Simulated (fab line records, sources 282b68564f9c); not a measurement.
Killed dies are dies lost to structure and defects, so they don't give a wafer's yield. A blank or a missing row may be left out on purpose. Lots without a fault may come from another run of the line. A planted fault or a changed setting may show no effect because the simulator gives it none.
fab line records | flow rit_cmos
record lots=13 wafers=39 last_day=7
route steps=202 shown PRETRO@74 CONTACT@182 M1@194
lots that met no fault: from a run of the same line without faults
start_h: hours from the record's first day to the start of the lot's first wafer shown | wait_h: hours since the lot's step before | " the same as in the row above | L1.1+2: a row that stands for several wafers | - no value, or no start given | * or withheld: withheld | < > ~ a bound
route shown NAME@n: a module of which the file shows steps, and the number in the route of the first | usual: mean/standard deviation of fault-free wafers | same: alike in all rows | chamber/n: place in a boat | sites: the reading at each site | _std_site: their standard deviation | _edge_site: outer sites' mean less inner sites' | radius_mm: how far each site lies from the wafer's centre | mask NAME#n: copy n | behind: the tool/chamber that last shaped the wafer | hold: why the lot was held/for how many hours/how that ended | device: the transistor (n, p or np) that didn't switch | end of line: the same wafers' tests at the end of the route | a step without rows: its recipe alone | killed: dies lost to structure and defects at the first sort, not the wafer's yield | map: a wafer's dies, x killed, . not, _ none there
set.NAME: the setting as run; set.NAME@STEP: as run at that earlier step | model.NAME: the simulator's own value behind a step, which no gauge read
steps of the route over a sample of lots; a table a step, a row a wafer
services: from which hour (start_h, from the record's first day; less than 0 if before it) a tool's chamber was out of use, for how many hours, and why
## steps
# step RIT_PRETRO_TW_MEAS_10
# usual PRETRO_TW=474.7/2.9
# columns lot.wafer tool chamber start_h wait_h PRETRO_TW
L449.2 film_metro-01 - 32.47 0.1 467.6
L449.3 " - " " 472.4
L449.5 " - " " 471.6
L450.4 film_metro-01 - 40.69 0.1 473.6
L450.5 " - " " 471.4
L450.6 " - " " 471.6
L451.2 film_metro-04 - 46.32 0.1 473.7
L451.5 " - " " 473.2
L451.6 " - " " 476.7
L452.1 film_metro-03 - 47.10 0.1 474.7
L452.4 " - " " 470.8
L452.5 " - " " 474.1
L453.1 film_metro-01 - 54.63 0.1 468.1
L453.2 " - " " 469.8
L453.5 " - " " 469.7
L455.2 film_metro-01 - 61.27 0.1 472.3
L455.4 " - " " 470.9
L455.6 " - " " 470.7
L457.2 film_metro-03 - 71.35 0.1 477.0
L457.3 " - " " 477.1
L457.4 " - " " 476.4
L458.2 film_metro-03 - 81.65 0.1 472.5
L458.3 " - " " 475.7
L458.6 " - " " 476.4
L466.1 film_metro-03 - 117.78 0.1 474.9
L466.5 " - " " 474.8
L466.6 " - " " 473.7
L467.1 film_metro-04 - 121.57 0.1 477.3
L467.2 " - " " 475.8
L467.6 " - " " 473.8
L468.2 film_metro-01 - 126.72 0.1 475.1
L468.3 " - " " 477.6
L468.6 " - " " 477.0
L469.2 film_metro-01 - 131.33 0.1 477.5
L469.4 " - " " 476.7
L469.5 " - " " 476.2
L472.3 film_metro-03 - 148.36 0.1 478.5
L472.5 " - " " 476.4
L472.6 " - " " 474.1
# step RIT_CONTACT_CLEAN_13
# recipe chemistry=SC1 mix=3:3:50 time_s=600 temp_c=75
# usual run_length_s=628/3.6
# columns lot.wafer tool chamber start_h wait_h run_length_s
L449.2 wet_bench-01 1 55.66 0.1 626
L449.3 " 1 " " 626
L449.5 " 1 " " 626
L450.4 wet_bench-01 2 61.90 0.0 625
L450.5 " 2 " " 625
L450.6 " 2 " " 625
L451.2 wet_bench-03 3 67.93 0.1 633
L451.5 " 3 " " 633
L451.6 " 3 " " 633
L452.1 wet_bench-01 2 68.48 0.1 624
L452.4 " 2 " " 624
L452.5 " 2 " " 624
L453.1 wet_bench-03 1 81.58 0.1 630
L453.2 " 1 " " 630
L453.5 " 1 " " 630
L455.2 wet_bench-02 3 84.10 0.1 625
L455.4 " 3 " " 625
L455.6 " 3 " " 625
L457.2 wet_bench-02 1 94.52 0.1 680
L457.3 " 1 " " 680
L457.4 " 1 " " 680
L458.2 wet_bench-02 1 102.92 0.1 679
L458.3 " 1 " " 679
L458.6 " 1 " " 679
L466.1 wet_bench-01 0 138.14 0.1 627
L466.5 " 0 " " 627
L466.6 " 0 " " 627
L467.1 wet_bench-03 3 141.98 0.1 626
L467.2 " 3 " " 626
L467.6 " 3 " " 626
L468.2 wet_bench-03 2 150.19 0.1 626
L468.3 " 2 " " 626
L468.6 " 2 " " 626
L469.2 wet_bench-01 0 154.16 0.1 626
L469.4 " 0 " " 626
L469.5 " 0 " " 626
L472.3 wet_bench-03 2 168.60 0.1 626
L472.5 " 2 " " 626
L472.6 " 2 " " 626
# step RIT_M1_OVL_MEAS_10
# usual M1_OVL=0.9/1.4
# columns lot.wafer tool chamber start_h wait_h M1_OVL[nm]
L449.2 overlay-02 - 57.49 0.1 0.2
L449.3 " - " " 0.8
L449.5 " - " " 2.0
L450.4 overlay-01 - 63.74 0.1 1.4
L450.5 " - " " 1.1
L450.6 " - " " 0.1
L451.2 overlay-01 - 69.84 0.1 -0.4
L451.5 " - " " -1.1
L451.6 " - " " -0.7
L452.1 overlay-01 - 70.48 0.1 1.1
L452.4 " - " " -2.4
L452.5 " - " " 0.9
L453.1 overlay-01 - 83.61 0.1 0.6
L453.2 " - " " 1.5
L453.5 " - " " 0.7
L455.2 overlay-01 - 86.10 0.1 4.2
L455.4 " - " " 3.2
L455.6 " - " " 4.1
L457.2 overlay-01 - 96.36 0.1 2.3
L457.3 " - " " 1.5
L457.4 " - " " 1.5
L458.2 overlay-02 - 104.91 0.1 -1.6
L458.3 " - " " -1.0
L458.6 " - " " -0.2
L466.1 overlay-02 - 140.04 0.1 2.3
L466.5 " - " " 2.8
L466.6 " - " " 3.3
L467.1 overlay-02 - 143.93 0.1 1.3
L467.2 " - " " 0.8
L467.6 " - " " 1.6
L468.2 overlay-01 - 152.02 0.1 2.6
L468.3 " - " " 0.9
L468.6 " - " " 2.0
L469.2 overlay-01 - 155.99 0.1 1.4
L469.4 " - " " -0.5
L469.5 " - " " 1.1
L472.3 overlay-02 - 170.62 0.1 3.1
L472.5 " - " " 1.6
L472.6 " - " " 2.9
# step RIT_M1_STRIP_14
# recipe chemistry=O2 time_s=180 platen_temp_c=withheld power_w=500 pressure_mtorr=4000 o2_flow_sccm=4000
# usual chamber_pressure_mTorr=4000/4 drypump_motor_current_A=5.6/0.41
# columns lot.wafer tool chamber start_h wait_h chamber_pressure_mTorr drypump_motor_current_A rf_hours_counter_h
L449.2 plasma_asher-04 0 58.11 0.0 3995 6.0 43
L449.3 " 1 " " 3999 5.3 -
L449.5 " 0 " " 3992 6.0 -
L450.4 plasma_asher-02 0 64.53 0.1 4002 6.2 -
L450.5 " 1 " " 4001 4.9 -
L450.6 " 0 " " 4002 6.2 -
L451.2 plasma_asher-04 0 70.53 0.0 3999 6.0 44
L451.5 " 0 " " 4001 6.0 -
L451.6 " 1 " " 3991 5.3 -
L452.1 plasma_asher-03 1 71.10 0.0 4004 5.5 30
L452.4 " 0 " " 4004 5.5 -
L452.5 " 0 " " 4001 5.5 -
L453.1 plasma_asher-04 0 84.36 0.0 3994 6.0 45
L453.2 " 1 " " 4002 5.3 45
L453.5 " 1 " " 3993 5.3 -
L455.2 plasma_asher-04 0 86.72 0.0 3999 6.0 46
L455.4 " 0 " " 4007 6.0 -
L455.6 " 1 " " 4003 5.3 -
L457.2 plasma_asher-03 1 97.00 0.0 3998 5.4 33
L457.3 " 0 " " 3998 5.5 -
L457.4 " 1 " " 4002 5.5 -
L458.2 plasma_asher-02 1 105.53 0.0 4004 4.9 48
L458.3 " 1 " " 3995 4.9 -
L458.6 " 0 " " 3998 6.2 -
L466.1 plasma_asher-04 0 140.66 0.0 3999 6.0 52
L466.5 " 0 " " 4002 6.0 -
L466.6 " 1 " " 3999 5.3 -
L467.1 plasma_asher-03 1 144.73 0.0 3996 5.5 38
L467.2 " 0 " " 3999 5.5 38
L467.6 " 1 " " 3999 5.5 -
L468.2 plasma_asher-02 1 152.64 0.0 4005 4.9 4
L468.3 " 0 " " 3993 6.3 -
L468.6 " 1 " " 3995 4.9 -
L469.2 plasma_asher-04 1 156.60 0.0 3997 5.3 54
L469.4 " 0 " " 3998 6.0 -
L469.5 " 0 " " 3998 6.0 -
L472.3 plasma_asher-03 0 171.29 0.1 4003 5.5 -
L472.5 " 1 " " 4001 5.5 -
L472.6 " 0 " " 4005 5.5 -
# step RIT_M1_PROBE_99
# usual killed_at_front_end=7/3.1 killed_dies=7/3.1 killed_open=3.5/2.2 killed_short=3.3/1.9
# same gross_dies=264 killed_at_M0_to_M3=0 killed_at_M4_up=0 killed_at_back_side=0 killed_at_contacts=0 killed_at_other=0
# columns lot.wafer tool chamber start_h wait_h killed_at_front_end killed_dies killed_open killed_short
L449.2 prober-02 - 60.38 0.1 9 9 3 6
L449.3 prober-02 - 60.43 0.2 5 5 4 1
L449.5 prober-02 - 60.53 0.2 7 7 4 3
L450.4 prober-01 - 66.61 0.2 4 4 2 2
L450.5 prober-01 - 66.66 0.2 2 2 0 2
L450.6 prober-01 - 66.71 0.2 8 8 5 3
L451.2 prober-02 - 72.49 0.1 7 7 2 5
L451.5 prober-02 - 72.64 0.2 9 9 3 6
L451.6 prober-02 - 72.69 0.2 9 9 2 7
L452.1 prober-01 - 73.02 0.1 6 6 3 3
L452.4 prober-01 - 73.17 0.2 5 5 2 3
L452.5 prober-01 - 73.22 0.2 5 5 4 1
L453.1 prober-01 - 86.27 0.1 1 1 1 0
L453.2 prober-01 - 86.32 0.1 2 2 1 1
L453.5 prober-01 - 86.47 0.2 6 6 3 3
L455.2 prober-01 - 88.68 0.1 13 13 11 2
L455.4 prober-01 - 88.78 0.2 3 3 3 0
L455.6 prober-01 - 88.88 0.2 10 10 4 6
L457.2 prober-01 - 99.13 0.1 4 4 2 2
L457.3 prober-01 - 99.18 0.2 8 8 5 3
L457.4 prober-01 - 99.23 0.2 8 8 4 4
L458.2 prober-02 - 108.56 0.1 7 7 2 5
L458.3 prober-02 - 108.61 0.2 8 8 3 5
L458.6 prober-02 - 108.76 0.2 5 5 4 1
L466.1 prober-02 - 143.36 0.1 12 12 5 7
L466.5 prober-02 - 143.56 0.2 3 3 2 1
L466.6 prober-02 - 143.61 0.2 8 8 1 7
L467.1 prober-01 - 146.64 0.1 1 1 0 1
L467.2 prober-01 - 146.69 0.1 4 4 3 1
L467.6 prober-01 - 146.89 0.2 10 10 5 5
L468.2 prober-02 - 154.61 0.1 5 5 2 3
L468.3 prober-02 - 154.66 0.2 5 5 1 4
L468.6 prober-02 - 154.81 0.2 5 5 1 4
L469.2 prober-01 - 158.57 0.1 11 11 9 2
L469.4 prober-01 - 158.67 0.2 9 9 3 6
L469.5 prober-01 - 158.72 0.2 12 12 8 4
L472.3 prober-01 - 173.65 0.2 8 8 4 4
L472.5 prober-01 - 173.75 0.2 6 6 3 3
L472.6 prober-01 - 173.80 0.2 3 3 2 1
# killed by level:class
L449.2 GATE:geometric_particle:short=2 GATE:geometric_particle:open=2 SILICIDE:geometric_particle:short=2 FOX2:geometric_particle:short=1 REOX:geometric_particle:short=1 SILICIDE:geometric_particle:open=1
L449.3 SILICIDE:geometric_particle:open=3 GATE:geometric_particle:open=1 SILICIDE:geometric_particle:short=1
L449.5 GATE:geometric_particle:open=3 GATE:geometric_particle:short=2 SILICIDE:geometric_particle:open=1 SILICIDE:geometric_particle:short=1
L450.4 GATE:geometric_particle:open=2 GATE:geometric_particle:short=2
L450.5 GATE:geometric_particle:short=2
L450.6 FOX1:geometric_particle:short=2 GATE:geometric_particle:open=2 FOX1:geometric_particle:open=1 FOX2:geometric_particle:open=1 GATE:geometric_particle:short=1 SPACER:geometric_particle:open=1
L451.2 SILICIDE:geometric_particle:short=3 FOX1:geometric_particle:short=1 GATE:geometric_particle:short=1 REOX:geometric_particle:open=1 SPACER:geometric_particle:open=1
L451.5 FOX1:geometric_particle:open=2 FOX1:geometric_particle:short=2 GATE:geometric_particle:short=2 ACTIVE:geometric_particle:short=1 GATE:geometric_particle:open=1 REOX:geometric_particle:short=1
L451.6 SILICIDE:geometric_particle:short=3 FOX1:geometric_particle:short=2 FOX1:geometric_particle:open=1 GATE:geometric_particle:open=1 GATE:geometric_particle:short=1 REOX:geometric_particle:short=1
L452.1 FOX1:geometric_particle:open=2 FOX1:geometric_particle:short=1 GATE:geometric_particle:short=1 GATE:geometric_particle:open=1 REOX:geometric_particle:short=1
L452.4 FOX1:geometric_particle:short=1 REOX:geometric_particle:open=1 SPACER:geometric_particle:short=1 SPACER:geometric_particle:open=1 SILICIDE:geometric_particle:short=1
L452.5 GATE:geometric_particle:open=2 FOX1:geometric_particle:open=1 GATE:geometric_particle:short=1 SPACER:geometric_particle:open=1
L453.1 GATE:geometric_particle:open=1
L453.2 GATE:geometric_particle:short=1 REOX:geometric_particle:open=1
L453.5 GATE:geometric_particle:short=2 FOX2:geometric_particle:short=1 FOX2:geometric_particle:open=1 GATE:geometric_particle:open=1 SILICIDE:geometric_particle:open=1
L455.2 GATE:geometric_particle:open=6 FOX2:geometric_particle:open=2 SILICIDE:geometric_particle:short=2 FOX1:geometric_particle:open=1 REOX:geometric_particle:open=1 SILICIDE:geometric_particle:open=1
L455.4 ACTIVE:geometric_particle:open=1 GATE:geometric_particle:open=1 SILICIDE:geometric_particle:open=1
L455.6 GATE:geometric_particle:short=4 FOX2:geometric_particle:open=2 GATE:geometric_particle:open=2 FOX1:geometric_particle:short=1 SPACER:geometric_particle:short=1
L457.2 SILICIDE:geometric_particle:open=2 FOX1:geometric_particle:short=1 FOX2:geometric_particle:short=1
L457.3 SPACER:geometric_particle:open=2 SILICIDE:geometric_particle:short=2 FOX1:geometric_particle:open=1 REOX:geometric_particle:open=1 SPACER:geometric_particle:short=1 SILICIDE:geometric_particle:open=1
L457.4 GATE:geometric_particle:open=2 GATE:geometric_particle:short=2 ACTIVE:geometric_particle:open=1 REOX:geometric_particle:short=1 REOX:geometric_particle:open=1 SILICIDE:geometric_particle:short=1
L458.2 GATE:geometric_particle:short=4 GATE:geometric_particle:open=1 SPACER:geometric_particle:open=1 SILICIDE:geometric_particle:short=1
L458.3 SPACER:geometric_particle:short=3 GATE:geometric_particle:short=2 GATE:geometric_particle:open=2 FOX1:geometric_particle:open=1
L458.6 FOX1:geometric_particle:open=2 GATE:geometric_particle:open=2 FOX1:geometric_particle:short=1
L466.1 REOX:geometric_particle:short=4 GATE:geometric_particle:short=3 SILICIDE:geometric_particle:open=2 FOX1:geometric_particle:open=1 FOX2:geometric_particle:open=1 REOX:geometric_particle:open=1
L466.5 GATE:geometric_particle:open=2 REOX:geometric_particle:short=1
L466.6 GATE:geometric_particle:short=5 FOX1:geometric_particle:short=1 SILICIDE:geometric_particle:short=1 SILICIDE:geometric_particle:open=1
L467.1 FOX1:geometric_particle:short=1
L467.2 GATE:geometric_particle:open=2 FOX1:geometric_particle:short=1 REOX:geometric_particle:open=1
L467.6 SPACER:geometric_particle:short=3 GATE:geometric_particle:open=2 SPACER:geometric_particle:open=2 FOX2:geometric_particle:open=1 GATE:geometric_particle:short=1 REOX:geometric_particle:short=1
L468.2 SILICIDE:geometric_particle:short=2 REOX:geometric_particle:open=1 SPACER:geometric_particle:short=1 SILICIDE:geometric_particle:open=1
L468.3 FOX2:geometric_particle:short=1 GATE:geometric_particle:open=1 GATE:geometric_particle:short=1 SPACER:geometric_particle:short=1 SILICIDE:geometric_particle:short=1
L468.6 GATE:geometric_particle:short=2 SPACER:geometric_particle:short=2 SILICIDE:geometric_particle:open=1
L469.2 GATE:geometric_particle:open=3 SILICIDE:geometric_particle:open=3 FOX2:geometric_particle:open=2 FOX2:geometric_particle:short=1 SPACER:geometric_particle:open=1 SILICIDE:geometric_particle:short=1
L469.4 SILICIDE:geometric_particle:short=4 FOX2:geometric_particle:open=1 GATE:geometric_particle:open=1 GATE:geometric_particle:short=1 SPACER:geometric_particle:short=1 SILICIDE:geometric_particle:open=1
L469.5 SILICIDE:geometric_particle:open=4 FOX1:geometric_particle:open=2 FOX2:geometric_particle:short=2 FOX2:geometric_particle:open=1 REOX:geometric_particle:open=1 REOX:geometric_particle:short=1 SILICIDE:geometric_particle:short=1
L472.3 GATE:geometric_particle:short=3 REOX:geometric_particle:open=2 FOX2:geometric_particle:short=1 GATE:geometric_particle:open=1 SILICIDE:geometric_particle:open=1
L472.5 FOX1:geometric_particle:open=2 FOX1:geometric_particle:short=1 GATE:geometric_particle:short=1 GATE:geometric_particle:open=1 REOX:geometric_particle:short=1
L472.6 FOX1:geometric_particle:open=1 FOX2:geometric_particle:open=1 SILICIDE:geometric_particle:short=1
## services
# columns tool chamber start_h hours kind
wet_bench-02 - 43.25 4.5 repair
wet_bench-01 - 43.87 2.8 repair
wet_bench-02 - 75.96 1.9 pm
plasma_asher-02 - 80.01 1.5 repair
plasma_asher-04 - 99.22 2.8 pm
plasma_asher-02 - 108.75 9.0 pm
plasma_asher-02 0 108.75 9.0 vent_cycle
plasma_asher-02 1 108.75 9.0 vent_cycle
plasma_asher-03 - 114.53 2.8 pm
plasma_asher-02 0 117.75 - clean
plasma_asher-02 1 117.75 - clean
plasma_asher-02 - 137.37 1.0 repair
wet_bench-01 - 154.61 0.8 repair
## key
first_sign step=RIT_CONTACT_CLEAN_13 reading=run_length_s direction=up sigmas=14 usual=* struck=*
effect none on later readings
met_at RIT_CONTACT_CLEAN_13
struck_lots L457,L458
tester_left_out L457,L458
not_acting_at RIT_PRETRO_TW_MEAS_10,RIT_M1_OVL_MEAS_10,RIT_M1_STRIP_14
onset_between 84.10 94.52
fault kind=process_parameter_drift tool=wet_bench-02 chamber=- onset_h=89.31 steps=RIT_CONTACT_CLEAN_13 channel=time_s offset=* shape=step end_h=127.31 acts_in=* stated=*
# tester_left_out: of these lots the tester's yield and bins aren't shown, on N5 and GAA mostly nor the transistor test; their killed dies are dies lost to structure and defects alone, not to doping, threshold or leakage, so they don't give the yield
